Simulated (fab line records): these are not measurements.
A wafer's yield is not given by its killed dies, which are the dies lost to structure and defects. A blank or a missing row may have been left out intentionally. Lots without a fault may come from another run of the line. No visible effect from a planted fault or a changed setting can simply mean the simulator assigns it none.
Commonality check across tools | flow ritCmos | Sampled: 14 lots, 42 wafers

THE REASON FOR OPENING IT
Of 14 lots, 2 have the reading PWELL_OVL flagged at RIT_PWELL_OVL_MEAS_06. Wafers without a fault read -0.4 nm, standard deviation 1.8.
Rule: a lot is flagged when every wafer of it that has a number lies more than 4 standard deviations from that mean, or none has a number. All remaining lots are regarded as sound.

lot  | measured    | on         | PWELL_OVL (nm), wafer by wafer | flag
L528 | day 2 07:16 | overlay-02 | -0.1 0.3 1.2                   | 
L529 | day 2 08:34 | overlay-01 | -2.2 -2.0 -1.7                 | 
L530 | day 2 13:21 | overlay-02 | 3.0 1.7 2.8                    | 
L531 | day 2 21:27 | overlay-02 | 0.9 1.3 -1.6                   | 
L532 | day 2 23:26 | overlay-02 | 1.6 -0.3 0.7                   | 
L533 | day 3 04:10 | overlay-02 | 1.1 2.3 2.6                    | 
L534 | day 3 08:44 | overlay-02 | 2.8 1.1 2.0                    | 
L535 | day 3 14:05 | overlay-02 | -0.2 0.9 -1.0                  | 
L536 | day 4 00:08 | overlay-01 | 420.9 422.4 421.8              | FLAGGED
L537 | day 4 01:22 | overlay-02 | -2.0 -1.7 -1.7                 | 
L540 | day 4 15:46 | overlay-01 | -3.3 -3.7 -2.7                 | 
L541 | day 4 20:44 | overlay-01 | 420.7 421.5 421.1              | FLAGGED
L547 | day 6 02:02 | overlay-01 | -3.3 -4.7 -2.0                 | 
L548 | day 6 08:26 | overlay-01 | -1.8 -3.1 -1.3                 | 
Flagged lots average 421.4 nm: +421.8 nm relative to the usual, that is +99 or more standard deviations.

WHICH TOOL EACH LOT WENT THROUGH
The record holds 1 process step before the reading, out of a route of 202 steps. Every cell lists first the tool, next ch and the chambers used by the sampled wafers, and last the start.
lot  | flag    | RIT_PWELL_EXPOSE_03
L528 |         | ilineStepper-01 ch 0, day 2 06:52
L529 |         | ilineStepper-02 ch 0, day 2 08:09
L530 |         | ilineStepper-01 ch 0, day 2 12:45
L531 |         | ilineStepper-01 ch 0, day 2 20:50
L532 |         | ilineStepper-01 ch 0, day 2 23:02
L533 |         | ilineStepper-01 ch 0, day 3 03:32
L534 |         | ilineStepper-01 ch 0, day 3 08:17
L535 |         | ilineStepper-01 ch 0, day 3 13:40
L536 | FLAGGED | ilineStepper-01 ch 0, day 3 23:35
L537 |         | ilineStepper-02 ch 0, day 4 00:56
L540 |         | ilineStepper-02 ch 0, day 4 15:20
L541 | FLAGGED | ilineStepper-01 ch 0, day 4 20:13
L547 |         | ilineStepper-02 ch 0, day 6 01:37
L548 |         | ilineStepper-02 ch 0, day 6 08:01
What these steps do:
- RIT_PWELL_EXPOSE_03: exposes mask M3, target cd 43700 nm.
- RIT_PWELL_OVL_MEAS_06

FLAGGED AGAINST TOTAL, ONE TOOL AT A TIME (gauges that did the reading follow at the end)
step                  | tool            | lots run | flagged | share of the flagged lots | sound lots run after its first flagged lot
RIT_PWELL_EXPOSE_03   | ilineStepper-01 | 9        | 2       | all                       | 0
RIT_PWELL_EXPOSE_03   | ilineStepper-02 | 5        | 0       | none                      | -
RIT_PWELL_OVL_MEAS_06 | overlay-01      | 6        | 2       | all                       | 3 (L540,L547,L548)
RIT_PWELL_OVL_MEAS_06 | overlay-02      | 8        | 0       | none                      | -

WHAT IS ALLOWED BY THE TABLE
ilineStepper-01 at RIT_PWELL_EXPOSE_03 and overlay-01 at RIT_PWELL_OVL_MEAS_06 are the 2 rows of the table that ran each flagged lot.
- ilineStepper-01 at RIT_PWELL_EXPOSE_03: 2 of its 9 lots flagged. It ran its last sound lot, L535, at day 3 13:40 and its first flagged lot, L536, at day 3 23:35: a fault with its onset between the two fits.
- overlay-01 at RIT_PWELL_OVL_MEAS_06: 2 of its 6 lots flagged. Sound lots followed the first flagged one (L540, L547, L548) on it, something a lasting fault affecting the whole tool could not allow.
Just one tool remains: ilineStepper-01 at RIT_PWELL_EXPOSE_03.

WHAT THE SIMULATOR HAD INSERTED
Scanner matching overlay: ilineStepper-01, from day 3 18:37 on, at RIT_PWELL_EXPOSE_03. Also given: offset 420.
Struck lots among those shown: L536, L541. The same result came from the rule above.
